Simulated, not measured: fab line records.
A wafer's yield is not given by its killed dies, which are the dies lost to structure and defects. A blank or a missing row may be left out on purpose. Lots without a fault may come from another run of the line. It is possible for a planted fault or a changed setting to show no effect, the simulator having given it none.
Problem report, 8D (eight disciplines) form, completed by code    flow berkeleyCmos170    the parts of the form that need people (team, actions taken, sign-off) are left out

1. THE PROBLEM
V1_TEOS_THK at UCB170_V1_THK_MEAS_01 reads a mean of 1796 nm on 1 wafer of 1 lot; wafers without a fault read 2087 nm with a standard deviation of 26. That puts it -11 standard deviations away from the usual mean.
Earliest sighting: wafer L488.3 on filmMetro-04 at day 10 07:46. Wafers with a number at this step in the record: 37, from 13 lots. By rule, "out" or "out of limits" means more than 4 standard deviations away from the usual mean. All remaining wafers that have a number are taken as sound.

2. WHAT THIS IS AND IS NOT
question                     is                      is not
which readings at this step  V1_TEOS_THK             -
which lots                   L488                    L475, L476, L477, L478, L479, L480, L481, L484, L493, L495, L497, L498
which wafers of those lots   all that have a number  -
read on which gauges         filmMetro-04            filmMetro-01, filmMetro-02
when                         from day 10 07:46       up to then (24 sound wafers); but 12 sound wafers of L493, L495, L497, L498 came after

3. SUSPECTS, AND WHAT RULES EACH OUT
Counting: a tool at a process step up to the reading stays a suspect if it ran every lot that is out and no sound lot after the first of them.
- the gauge at UCB170_V1_THK_MEAS_01 is ruled out. All the wafers that are out were read on filmMetro-04, but those of them that UCB170_V1_THK_MEAS_04 has rows for are out there too, on other tools.
- plasmaAsher-03 at UCB170_NWELL_STRIP_15 (strips in O2): kept. It ran the lot that is out, L488 (day 5 03:01), and no sound lot after that; its last sound lot up to then is L477 (day 2 19:19).
- pecvd-02 at UCB170_V1_CVD_00 (deposits SiO2 from TEOS/O2, target thk 2000 nm, time 260.8 s): kept. It ran the lot that is out, L488 (day 10 07:35), and no sound lot after that; its last sound lot up to then is L481 (day 8 20:13).
The count leaves pecvd-02 at UCB170_V1_CVD_00 and plasmaAsher-03 at UCB170_NWELL_STRIP_15.

4. THE CAUSE (what the simulator had put in)
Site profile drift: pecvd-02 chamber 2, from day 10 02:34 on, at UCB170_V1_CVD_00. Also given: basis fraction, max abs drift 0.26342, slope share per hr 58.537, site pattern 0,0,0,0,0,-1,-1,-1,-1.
This tool is one of the 2 suspects left after counting.

5. THE CHAIN OF EFFECTS, in route order
Each row: a reading whose mean over the struck wafers that have a number lies more than 3 standard deviations from the usual. Only readings for which the record gives a usual standard deviation are gone through. hours: the time from each lot's start at the first step in this table that gives one to its start at this step, as a median over the lots. sigmas: the change in usual standard deviations.
hours  step                   reading          usual       on struck wafers  change  sigmas
0      UCB170_V1_THK_MEAS_01  V1_TEOS_THK      2087 nm     1796              -291    -11
4      UCB170_V1_THK_MEAS_04  V1_POLISHED_THK  999.6 nm    760.3             -239.3  -99 or more
10     UCB170_V1_ETCH_14      oesProductAu     0.873 a.u.  0.768             -0.105  -9.5
Its process steps:
- UCB170_V1_ETCH_14: etches SiO2 in CHF3/CF4/Ar, stops on Al, target depth 1250 nm, time 291 s.

6. HOW IT WOULD HAVE BEEN CAUGHT EARLIER
5 hours passed between the start of the fault at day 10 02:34 and the first reading out of limits at a measuring or inspecting step in this record, taken at day 10 07:46.
Tool readings at UCB170_V1_CVD_00 with a usual standard deviation given in the record: none out on any struck wafer, hence no alarm at a limit of 4 standard deviations on them.
By day 10 07:46 the whole set of lots that are out, 1 in number, had already begun UCB170_V1_CVD_00 on pecvd-02. Had the tool been put on hold then, not one of them would have been saved.
